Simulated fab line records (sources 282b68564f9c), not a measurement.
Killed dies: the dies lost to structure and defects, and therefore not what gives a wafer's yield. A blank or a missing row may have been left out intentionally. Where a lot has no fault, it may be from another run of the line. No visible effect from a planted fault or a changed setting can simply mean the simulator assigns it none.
fab line records / flow ritCmos
record: lots: 14 wafers: 42 lastDay: 8
route steps=202 shown GATE@81 M1@202
lots with no fault: from the same line, run without faults
startH: hours from the record's opening day to when the first of the lot's shown wafers began / waitH: time in hours since the lot's previous step / " the same as in the row above / L1.1+2: a single row standing in for several wafers / - value missing, or start not given / * or withheld: withheld / < > ~ a bound
route shown NAME@n: a module of which the file shows steps, and the number in the route of the first / usual: the fault-free wafers' mean and standard deviation / same: alike in all rows / chamber/n: place in a boat / sites: each site's reading / _std_site: their standard deviation / _edge_site: mean of outer sites minus mean of inner sites / radiusMm: for every site, how far away it sits from the centre of the wafer / mask NAME#n: copy n / behind: the last tool/chamber to shape the wafer / hold: what put the lot on hold/how long, in hours/how the hold closed / device: whichever transistor did not switch (one of n, p or np) / end of line: the tests these same wafers got at the end of their route / a step with no rows: only its recipe / killed: at the first sort, the dies lost to defects and structure; wafer yield is something else / map: per-die view of a wafer (x killed, . not killed, _ where there is no die)
set.NAME: the setting as run; set.NAME@STEP: as run at that earlier step / model.NAME: the simulator's own value behind a step, which no gauge read
route steps across a sampled set of lots; one table per step, one row per wafer
services: the hour from which a tool's chamber was out of use, counted from the record's first day as startH (under 0 if before that day), plus the number of hours and why
== steps ==
step: RIT_GATE_OXIDATION_05
recipe: tempC: 900 ambient: O2 targetThkA: 30 oxTimeS: 270
usual: spikeTcCentreC: 902.8/2.3 spikeTcLoadC: 927.5/2 tubeCenterTempC: 900.01/0.083 tube_center_temp_C_max: 902.3/0.41 zonePowerCentrePct: 42/3.8
same: oxTimeS: 270
lot.wafer=L800.2 tool=furnace-04 chamber=0 startH=34.37 waitH=0.3 spikeTcCentreC=901.7 spikeTcLoadC=924.0 tubeCenterTempC=900.03 tube_center_temp_C_max=902.1 zonePowerCentrePct=42
lot.wafer=L800.4 tool=furnace-04 chamber=0 startH=34.37 waitH=0.3 spikeTcCentreC=902.7 spikeTcLoadC=924.9 tubeCenterTempC=899.81 tube_center_temp_C_max=901.8 zonePowerCentrePct=43
lot.wafer=L800.6 tool=furnace-04 chamber=0 startH=34.37 waitH=0.3 spikeTcCentreC=903.8 spikeTcLoadC=924.6 tubeCenterTempC=899.87 tube_center_temp_C_max=902.0 zonePowerCentrePct=42
lot.wafer=L803.1 tool=furnace-03 chamber=0 startH=47.26 waitH=0.3 spikeTcCentreC=905.2 spikeTcLoadC=929.4 tubeCenterTempC=900.04 tube_center_temp_C_max=901.7 zonePowerCentrePct=39
lot.wafer=L803.2 tool=furnace-03 chamber=0 startH=47.26 waitH=0.3 spikeTcCentreC=904.8 spikeTcLoadC=928.4 tubeCenterTempC=899.91 tube_center_temp_C_max=903.1 zonePowerCentrePct=39
lot.wafer=L803.3 tool=furnace-03 chamber=0 startH=47.26 waitH=0.3 spikeTcCentreC=904.1 spikeTcLoadC=929.2 tubeCenterTempC=899.98 tube_center_temp_C_max=901.8 zonePowerCentrePct=39
lot.wafer=L805.1 tool=furnace-04 chamber=0 startH=66.26 waitH=0.8 spikeTcCentreC=900.9 spikeTcLoadC=922.8 tubeCenterTempC=900.05 tube_center_temp_C_max=902.5 zonePowerCentrePct=43
lot.wafer=L805.2 tool=furnace-04 chamber=0 startH=66.26 waitH=0.8 spikeTcCentreC=902.9 spikeTcLoadC=924.9 tubeCenterTempC=899.91 tube_center_temp_C_max=902.0 zonePowerCentrePct=42
lot.wafer=L805.4 tool=furnace-04 chamber=0 startH=66.26 waitH=0.8 spikeTcCentreC=899.9 spikeTcLoadC=925.0 tubeCenterTempC=900.03 tube_center_temp_C_max=902.0 zonePowerCentrePct=43
lot.wafer=L806.2 tool=furnace-01 chamber=0 startH=74.41 waitH=2.5 spikeTcCentreC=899.7 spikeTcLoadC=928.9 tubeCenterTempC=900.08 tube_center_temp_C_max=902.3 zonePowerCentrePct=48
lot.wafer=L806.3 tool=furnace-01 chamber=0 startH=74.41 waitH=2.5 spikeTcCentreC=900.3 spikeTcLoadC=926.2 tubeCenterTempC=899.89 tube_center_temp_C_max=902.4 zonePowerCentrePct=48
lot.wafer=L806.5 tool=furnace-01 chamber=0 startH=74.41 waitH=2.5 spikeTcCentreC=898.6 spikeTcLoadC=928.1 tubeCenterTempC=899.84 tube_center_temp_C_max=901.7 zonePowerCentrePct=48
lot.wafer=L812.2 tool=furnace-04 chamber=0 startH=96.58 waitH=0.0 spikeTcCentreC=898.0 spikeTcLoadC=919.5 tubeCenterTempC=894.9 tube_center_temp_C_max=897.6 zonePowerCentrePct=42
lot.wafer=L812.3 tool=furnace-04 chamber=0 startH=96.58 waitH=0.0 spikeTcCentreC=896.3 spikeTcLoadC=920.2 tubeCenterTempC=894.98 tube_center_temp_C_max=897.3 zonePowerCentrePct=42
lot.wafer=L812.5 tool=furnace-04 chamber=0 startH=96.58 waitH=0.0 spikeTcCentreC=896.9 spikeTcLoadC=919.9 tubeCenterTempC=895 tube_center_temp_C_max=898.5 zonePowerCentrePct=42
lot.wafer=L813.2 tool=furnace-04 chamber=0 startH=99.54 waitH=0.0 spikeTcCentreC=896.8 spikeTcLoadC=919.6 tubeCenterTempC=894.98 tube_center_temp_C_max=897.1 zonePowerCentrePct=42
lot.wafer=L813.4 tool=furnace-04 chamber=0 startH=99.54 waitH=0.0 spikeTcCentreC=895.5 spikeTcLoadC=919.9 tubeCenterTempC=894.98 tube_center_temp_C_max=897.3 zonePowerCentrePct=42
lot.wafer=L813.5 tool=furnace-04 chamber=0 startH=99.54 waitH=0.0 spikeTcCentreC=900.0 spikeTcLoadC=920.2 tubeCenterTempC=895.19 tube_center_temp_C_max=897.4 zonePowerCentrePct=42
lot.wafer=L816.2 tool=furnace-03 chamber=0 startH=114.71 waitH=0.0 spikeTcCentreC=905.2 spikeTcLoadC=927.8 tubeCenterTempC=900.04 tube_center_temp_C_max=902.4 zonePowerCentrePct=39
lot.wafer=L816.4 tool=furnace-03 chamber=0 startH=114.71 waitH=0.0 spikeTcCentreC=905.4 spikeTcLoadC=929.5 tubeCenterTempC=900.1 tube_center_temp_C_max=902.5 zonePowerCentrePct=39
lot.wafer=L816.5 tool=furnace-03 chamber=0 startH=114.71 waitH=0.0 spikeTcCentreC=902.8 spikeTcLoadC=930.2 tubeCenterTempC=900.09 tube_center_temp_C_max=902.3 zonePowerCentrePct=39
lot.wafer=L817.1 tool=furnace-03 chamber=0 startH=120.30 waitH=0.1 spikeTcCentreC=906.2 spikeTcLoadC=927.9 tubeCenterTempC=900.02 tube_center_temp_C_max=902.5 zonePowerCentrePct=39
lot.wafer=L817.3 tool=furnace-03 chamber=0 startH=120.30 waitH=0.1 spikeTcCentreC=905.1 spikeTcLoadC=927.9 tubeCenterTempC=900.13 tube_center_temp_C_max=902.3 zonePowerCentrePct=39
lot.wafer=L817.4 tool=furnace-03 chamber=0 startH=120.30 waitH=0.1 spikeTcCentreC=903.3 spikeTcLoadC=928.5 tubeCenterTempC=899.99 tube_center_temp_C_max=902.9 zonePowerCentrePct=39
lot.wafer=L818.1 tool=furnace-01 chamber=0 startH=123.79 waitH=0.7 spikeTcCentreC=898.7 spikeTcLoadC=925.5 tubeCenterTempC=899.96 tube_center_temp_C_max=902.1 zonePowerCentrePct=49
lot.wafer=L818.3 tool=furnace-01 chamber=0 startH=123.79 waitH=0.7 spikeTcCentreC=900.9 spikeTcLoadC=927.6 tubeCenterTempC=900.02 tube_center_temp_C_max=902.0 zonePowerCentrePct=48
lot.wafer=L818.6 tool=furnace-01 chamber=0 startH=123.79 waitH=0.7 spikeTcCentreC=897.4 spikeTcLoadC=929.2 tubeCenterTempC=900.02 tube_center_temp_C_max=902.5 zonePowerCentrePct=48
lot.wafer=L819.1 tool=furnace-03 chamber=0 startH=132.06 waitH=1.6 spikeTcCentreC=905.8 spikeTcLoadC=927.5 tubeCenterTempC=900.27 tube_center_temp_C_max=902.1 zonePowerCentrePct=38
lot.wafer=L819.4 tool=furnace-03 chamber=0 startH=132.06 waitH=1.6 spikeTcCentreC=907.4 spikeTcLoadC=931.8 tubeCenterTempC=900.01 tube_center_temp_C_max=902.3 zonePowerCentrePct=40
lot.wafer=L819.6 tool=furnace-03 chamber=0 startH=132.06 waitH=1.6 spikeTcCentreC=905.6 spikeTcLoadC=928.2 tubeCenterTempC=900.03 tube_center_temp_C_max=902.5 zonePowerCentrePct=38
lot.wafer=L820.1 tool=furnace-01 chamber=0 startH=134.69 waitH=0.4 spikeTcCentreC=898.0 spikeTcLoadC=927.7 tubeCenterTempC=899.88 tube_center_temp_C_max=901.6 zonePowerCentrePct=48
lot.wafer=L820.3 tool=furnace-01 chamber=0 startH=134.69 waitH=0.4 spikeTcCentreC=898.3 spikeTcLoadC=926.6 tubeCenterTempC=900 tube_center_temp_C_max=902.8 zonePowerCentrePct=47
lot.wafer=L820.4 tool=furnace-01 chamber=0 startH=134.69 waitH=0.4 spikeTcCentreC=901.2 spikeTcLoadC=925.9 tubeCenterTempC=899.96 tube_center_temp_C_max=902.5 zonePowerCentrePct=48
lot.wafer=L821.1 tool=furnace-01 chamber=0 startH=138.87 waitH=0.3 spikeTcCentreC=900.2 spikeTcLoadC=927.7 tubeCenterTempC=899.9 tube_center_temp_C_max=902.3 zonePowerCentrePct=48
lot.wafer=L821.3 tool=furnace-01 chamber=0 startH=138.87 waitH=0.3 spikeTcCentreC=899.7 spikeTcLoadC=928.9 tubeCenterTempC=900.06 tube_center_temp_C_max=902.1 zonePowerCentrePct=48
lot.wafer=L821.5 tool=furnace-01 chamber=0 startH=138.87 waitH=0.3 spikeTcCentreC=899.9 spikeTcLoadC=926.2 tubeCenterTempC=900.1 tube_center_temp_C_max=901.7 zonePowerCentrePct=47
lot.wafer=L822.3 tool=furnace-03 chamber=0 startH=146.14 waitH=3.0 spikeTcCentreC=905.6 spikeTcLoadC=929.7 tubeCenterTempC=900.11 tube_center_temp_C_max=902.4 zonePowerCentrePct=38
lot.wafer=L822.4 tool=furnace-03 chamber=0 startH=146.14 waitH=3.0 spikeTcCentreC=904.8 spikeTcLoadC=927.7 tubeCenterTempC=900 tube_center_temp_C_max=902.0 zonePowerCentrePct=39
lot.wafer=L822.5 tool=furnace-03 chamber=0 startH=146.14 waitH=3.0 spikeTcCentreC=905.3 spikeTcLoadC=929.0 tubeCenterTempC=900.08 tube_center_temp_C_max=902.3 zonePowerCentrePct=39
lot.wafer=L823.2 tool=furnace-03 chamber=0 startH=151.95 waitH=2.3 spikeTcCentreC=903.0 spikeTcLoadC=928.8 tubeCenterTempC=900.07 tube_center_temp_C_max=902.5 zonePowerCentrePct=39
lot.wafer=L823.5 tool=furnace-03 chamber=0 startH=151.95 waitH=2.3 spikeTcCentreC=903.7 spikeTcLoadC=930.4 tubeCenterTempC=899.84 tube_center_temp_C_max=902.0 zonePowerCentrePct=39
lot.wafer=L823.6 tool=furnace-03 chamber=0 startH=151.95 waitH=2.3 spikeTcCentreC=905.2 spikeTcLoadC=929.8 tubeCenterTempC=900.13 tube_center_temp_C_max=902.6 zonePowerCentrePct=39
step: RIT_GATE_THK_MEAS_07
recipe: reads: SiO2_of_GATE_OXIDATION_05
usual: GATE_OXIDE_THK: 2.98/0.062
lot.wafer=L800.2 tool=filmMetro-04 chamber=- startH=37.64 waitH=0.0 hold=- GATE_OXIDE_THK[nm]=3.10
lot.wafer=L800.4 tool=filmMetro-04 chamber=- startH=37.64 waitH=0.0 hold=- GATE_OXIDE_THK[nm]=3.05
lot.wafer=L800.6 tool=filmMetro-04 chamber=- startH=37.64 waitH=0.0 hold=- GATE_OXIDE_THK[nm]=2.98
lot.wafer=L803.1 tool=filmMetro-04 chamber=- startH=53.14 waitH=0.0 hold=- GATE_OXIDE_THK[nm]=2.96
lot.wafer=L803.2 tool=filmMetro-04 chamber=- startH=53.14 waitH=0.0 hold=- GATE_OXIDE_THK[nm]=2.99
lot.wafer=L803.3 tool=filmMetro-04 chamber=- startH=53.14 waitH=0.0 hold=- GATE_OXIDE_THK[nm]=3.03
lot.wafer=L805.1 tool=filmMetro-02 chamber=- startH=68.10 waitH=0.0 hold=- GATE_OXIDE_THK[nm]=2.88
lot.wafer=L805.2 tool=filmMetro-02 chamber=- startH=68.10 waitH=0.0 hold=- GATE_OXIDE_THK[nm]=2.94
lot.wafer=L805.4 tool=filmMetro-02 chamber=- startH=68.10 waitH=0.0 hold=- GATE_OXIDE_THK[nm]=2.99
lot.wafer=L806.2 tool=filmMetro-01 chamber=- startH=77.86 waitH=0.0 hold=- GATE_OXIDE_THK[nm]=2.95
lot.wafer=L806.3 tool=filmMetro-01 chamber=- startH=77.86 waitH=0.0 hold=- GATE_OXIDE_THK[nm]=2.89
lot.wafer=L806.5 tool=filmMetro-01 chamber=- startH=77.86 waitH=0.0 hold=- GATE_OXIDE_THK[nm]=2.96
lot.wafer=L812.2 tool=filmMetro-04 chamber=- startH=97.92 waitH=0.0 hold=- GATE_OXIDE_THK[nm]=2.85
lot.wafer=L812.3 tool=filmMetro-04 chamber=- startH=97.92 waitH=0.0 hold=- GATE_OXIDE_THK[nm]=2.89
lot.wafer=L812.5 tool=filmMetro-04 chamber=- startH=97.92 waitH=0.0 hold=- GATE_OXIDE_THK[nm]=2.85
lot.wafer=L813.2 tool=filmMetro-02 chamber=- startH=102.83 waitH=0.0 hold=awaitDispo/0.2h/release GATE_OXIDE_THK[nm]=2.72
lot.wafer=L813.4 tool=filmMetro-02 chamber=- startH=102.83 waitH=0.0 hold=awaitDispo/0.2h/release GATE_OXIDE_THK[nm]=2.79
lot.wafer=L813.5 tool=filmMetro-02 chamber=- startH=102.83 waitH=0.0 hold=awaitDispo/0.2h/release GATE_OXIDE_THK[nm]=2.73
lot.wafer=L813.2 tool=filmMetro-02 chamber=- startH=103.05 waitH=0.2 hold=- GATE_OXIDE_THK[nm]=2.71
lot.wafer=L813.4 tool=filmMetro-02 chamber=- startH=103.05 waitH=0.2 hold=- GATE_OXIDE_THK[nm]=2.73
lot.wafer=L813.5 tool=filmMetro-02 chamber=- startH=103.05 waitH=0.2 hold=- GATE_OXIDE_THK[nm]=2.66
lot.wafer=L816.2 tool=filmMetro-04 chamber=- startH=117.35 waitH=0.0 hold=- GATE_OXIDE_THK[nm]=2.99
lot.wafer=L816.4 tool=filmMetro-04 chamber=- startH=117.35 waitH=0.0 hold=- GATE_OXIDE_THK[nm]=3.02
lot.wafer=L816.5 tool=filmMetro-04 chamber=- startH=117.35 waitH=0.0 hold=- GATE_OXIDE_THK[nm]=3.04
lot.wafer=L817.1 tool=filmMetro-04 chamber=- startH=121.62 waitH=0.0 hold=- GATE_OXIDE_THK[nm]=3.02
lot.wafer=L817.3 tool=filmMetro-04 chamber=- startH=121.62 waitH=0.0 hold=- GATE_OXIDE_THK[nm]=3.04
lot.wafer=L817.4 tool=filmMetro-04 chamber=- startH=121.62 waitH=0.0 hold=- GATE_OXIDE_THK[nm]=2.97
lot.wafer=L818.1 tool=filmMetro-02 chamber=- startH=125.12 waitH=0.0 hold=- GATE_OXIDE_THK[nm]=2.99
lot.wafer=L818.3 tool=filmMetro-02 chamber=- startH=125.12 waitH=0.0 hold=- GATE_OXIDE_THK[nm]=2.92
lot.wafer=L818.6 tool=filmMetro-02 chamber=- startH=125.12 waitH=0.0 hold=- GATE_OXIDE_THK[nm]=3.01
lot.wafer=L819.1 tool=filmMetro-04 chamber=- startH=133.38 waitH=0.0 hold=- GATE_OXIDE_THK[nm]=2.90
lot.wafer=L819.4 tool=filmMetro-04 chamber=- startH=133.38 waitH=0.0 hold=- GATE_OXIDE_THK[nm]=3.02
lot.wafer=L819.6 tool=filmMetro-04 chamber=- startH=133.38 waitH=0.0 hold=- GATE_OXIDE_THK[nm]=3.00
lot.wafer=L820.1 tool=filmMetro-04 chamber=- startH=136.01 waitH=0.0 hold=- GATE_OXIDE_THK[nm]=3.05
lot.wafer=L820.3 tool=filmMetro-04 chamber=- startH=136.01 waitH=0.0 hold=- GATE_OXIDE_THK[nm]=3.01
lot.wafer=L820.4 tool=filmMetro-04 chamber=- startH=136.01 waitH=0.0 hold=- GATE_OXIDE_THK[nm]=2.97
lot.wafer=L821.1 tool=filmMetro-04 chamber=- startH=140.35 waitH=0.0 hold=- GATE_OXIDE_THK[nm]=3.06
lot.wafer=L821.3 tool=filmMetro-04 chamber=- startH=140.35 waitH=0.0 hold=- GATE_OXIDE_THK[nm]=3.07
lot.wafer=L821.5 tool=filmMetro-04 chamber=- startH=140.35 waitH=0.0 hold=- GATE_OXIDE_THK[nm]=3.13
lot.wafer=L822.3 tool=filmMetro-04 chamber=- startH=151.97 waitH=0.0 hold=- GATE_OXIDE_THK[nm]=3.01
lot.wafer=L822.4 tool=filmMetro-04 chamber=- startH=151.97 waitH=0.0 hold=- GATE_OXIDE_THK[nm]=2.98
lot.wafer=L822.5 tool=filmMetro-04 chamber=- startH=151.97 waitH=0.0 hold=- GATE_OXIDE_THK[nm]=3.02
lot.wafer=L823.2 tool=filmMetro-01 chamber=- startH=154.60 waitH=0.0 hold=- GATE_OXIDE_THK[nm]=2.84
lot.wafer=L823.5 tool=filmMetro-01 chamber=- startH=154.60 waitH=0.0 hold=- GATE_OXIDE_THK[nm]=2.97
lot.wafer=L823.6 tool=filmMetro-01 chamber=- startH=154.60 waitH=0.0 hold=- GATE_OXIDE_THK[nm]=2.94
step: RIT_M1_PROBE_99
usual: killedAtContacts: 0.0/0.2 killedAtFrontEnd: 6.8/3 killedDies: 6.9/3 killedOnRim: 1.9/1.5 killedOpen: 3.3/1.9 killedShort: 3.6/1.9
same: grossDies: 264 killed_at_M0_to_M3: 0 killed_at_M4_up: 0 killedAtBackSide: 0 killedAtOther: 0
lot.wafer=L816.2 tool=prober-02 chamber=- startH=140.30 waitH=0.1 killedAtContacts=1 killedAtFrontEnd=8 killedDies=9 killedOnRim=3 killedOpen=5 killedShort=4
lot.wafer=L816.4 tool=prober-02 chamber=- startH=140.40 waitH=0.2 killedAtContacts=0 killedAtFrontEnd=8 killedDies=8 killedOnRim=1 killedOpen=3 killedShort=5
lot.wafer=L816.5 tool=prober-02 chamber=- startH=140.45 waitH=0.2 killedAtContacts=0 killedAtFrontEnd=6 killedDies=6 killedOnRim=3 killedOpen=5 killedShort=1
lot.wafer=L817.1 tool=prober-01 chamber=- startH=146.11 waitH=0.1 killedAtContacts=0 killedAtFrontEnd=9 killedDies=9 killedOnRim=2 killedOpen=5 killedShort=4
lot.wafer=L817.3 tool=prober-01 chamber=- startH=146.21 waitH=0.2 killedAtContacts=0 killedAtFrontEnd=6 killedDies=6 killedOnRim=2 killedOpen=3 killedShort=3
lot.wafer=L817.4 tool=prober-01 chamber=- startH=146.26 waitH=0.2 killedAtContacts=0 killedAtFrontEnd=7 killedDies=7 killedOnRim=0 killedOpen=3 killedShort=4
lot.wafer=L819.1 tool=prober-01 chamber=- startH=163.09 waitH=0.1 killedAtContacts=0 killedAtFrontEnd=6 killedDies=6 killedOnRim=2 killedOpen=2 killedShort=4
lot.wafer=L819.4 tool=prober-01 chamber=- startH=163.24 waitH=0.2 killedAtContacts=0 killedAtFrontEnd=3 killedDies=3 killedOnRim=1 killedOpen=0 killedShort=3
lot.wafer=L819.6 tool=prober-01 chamber=- startH=163.34 waitH=0.2 killedAtContacts=0 killedAtFrontEnd=7 killedDies=7 killedOnRim=0 killedOpen=1 killedShort=6
lot.wafer=L820.1 tool=prober-02 chamber=- startH=164.59 waitH=0.1 killedAtContacts=0 killedAtFrontEnd=5 killedDies=5 killedOnRim=1 killedOpen=2 killedShort=3
lot.wafer=L820.3 tool=prober-02 chamber=- startH=164.69 waitH=0.2 killedAtContacts=0 killedAtFrontEnd=5 killedDies=5 killedOnRim=1 killedOpen=1 killedShort=4
lot.wafer=L820.4 tool=prober-02 chamber=- startH=164.74 waitH=0.2 killedAtContacts=0 killedAtFrontEnd=4 killedDies=4 killedOnRim=0 killedOpen=4 killedShort=0
lot.wafer=L823.2 tool=prober-02 chamber=- startH=182.13 waitH=0.1 killedAtContacts=0 killedAtFrontEnd=3 killedDies=3 killedOnRim=1 killedOpen=2 killedShort=1
lot.wafer=L823.5 tool=prober-02 chamber=- startH=182.28 waitH=0.2 killedAtContacts=0 killedAtFrontEnd=5 killedDies=5 killedOnRim=1 killedOpen=1 killedShort=4
lot.wafer=L823.6 tool=prober-02 chamber=- startH=182.33 waitH=0.2 killedAtContacts=0 killedAtFrontEnd=7 killedDies=7 killedOnRim=1 killedOpen=4 killedShort=3
killed by level:class
L816.2 SPACER:geometricParticle:open=3 GATE:geometricParticle:short=2 REOX:geometricParticle:open=1 REOX:geometricParticle:short=1 SPACER:geometricParticle:short=1 CONTACT:geometricParticle:open=1
L816.4 GATE:geometricParticle:short=2 SPACER:geometricParticle:open=2 FOX1:geometricParticle:short=1 GATE:geometricParticle:open=1 SILICIDE:geometricParticle:short=1 SPACER:geometricParticle:short=1
L816.5 GATE:geometricParticle:open=2 REOX:geometricParticle:open=2 REOX:geometricParticle:short=1 SILICIDE:geometricParticle:open=1
L817.1 GATE:geometricParticle:short=2 GATE:geometricParticle:open=2 FOX1:geometricParticle:short=1 FOX1:geometricParticle:open=1 REOX:geometricParticle:open=1 SPACER:geometricParticle:short=1 SPACER:geometricParticle:open=1
L817.3 REOX:geometricParticle:open=2 GATE:geometricParticle:short=1 REOX:geometricParticle:short=1 SPACER:geometricParticle:open=1 SPACER:geometricParticle:short=1
L817.4 GATE:geometricParticle:short=3 REOX:geometricParticle:open=2 FOX1:geometricParticle:short=1 SPACER:geometricParticle:open=1
L819.1 FOX2:geometricParticle:short=1 GATE:geometricParticle:short=1 GATE:geometricParticle:open=1 REOX:geometricParticle:short=1 SILICIDE:geometricParticle:open=1 SILICIDE:geometricParticle:short=1
L819.4 GATE:geometricParticle:short=3
L819.6 REOX:geometricParticle:short=2 SPACER:geometricParticle:short=2 GATE:geometricParticle:short=1 SILICIDE:geometricParticle:short=1 SILICIDE:geometricParticle:open=1
L820.1 REOX:geometricParticle:short=2 REOX:geometricParticle:open=1 SPACER:geometricParticle:short=1 SPACER:geometricParticle:open=1
L820.3 FOX2:geometricParticle:open=1 FOX2:geometricParticle:short=1 REOX:geometricParticle:short=1 SPACER:geometricParticle:short=1 SILICIDE:geometricParticle:short=1
L820.4 GATE:geometricParticle:open=2 ACTIVE:geometricParticle:open=1 SPACER:geometricParticle:open=1
L823.2 REOX:geometricParticle:open=2 REOX:geometricParticle:short=1
L823.5 GATE:geometricParticle:short=2 ACTIVE:geometricParticle:short=1 GATE:geometricParticle:open=1 SILICIDE:geometricParticle:short=1
L823.6 SILICIDE:geometricParticle:open=2 FOX1:geometricParticle:short=1 REOX:geometricParticle:open=1 REOX:geometricParticle:short=1 SPACER:geometricParticle:open=1 SILICIDE:geometricParticle:short=1
== services ==
tool=furnace-01 chamber=- startH=11.55 hours=1.4 kind=repair
tool=furnace-03 chamber=- startH=43.44 hours=3.8 kind=pm
tool=furnace-01 chamber=- startH=48.56 hours=2.7 kind=pm
tool=furnace-03 chamber=- startH=112.27 hours=1.0 kind=pm
tool=furnace-04 chamber=- startH=139.39 hours=3.6 kind=pm
tool=furnace-04 chamber=- startH=142.24 hours=37.5 kind=repair
== key ==
firstSign: step: RIT_GATE_OXIDATION_05 reading: tubeCenterTempC direction: down sigmas: 56 usual: * struck: *
effect: step: RIT_GATE_OXIDATION_05 reading: tube_center_temp_C_max direction: down sigmas: 12 usual: * struck: *
effect: step: RIT_GATE_THK_MEAS_07 reading: visit direction: added
metAt RIT_GATE_OXIDATION_05
struckLots L812,L813
rowsEnd L813.2,L813.4,L813.5
testerLeftOut L812
onsetBetween 66.26 96.58
fault: kind: processParameterDrift tool: furnace-04 chamber: - onsetH: 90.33 steps: RIT_GATE_OXIDATION_05 channel: tempC offset: * shape: step endH: 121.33 actsIn: * stated: *
testerLeftOut: of these lots the tester's yield and bins aren't shown, on N5 and GAA mostly nor the transistor test; their killed dies are dies lost to structure and defects alone, not to doping, threshold or leakage, so they don't give the yield
rowsEnd: these wafers met a further fault down the route, and their rows from its step on are left out
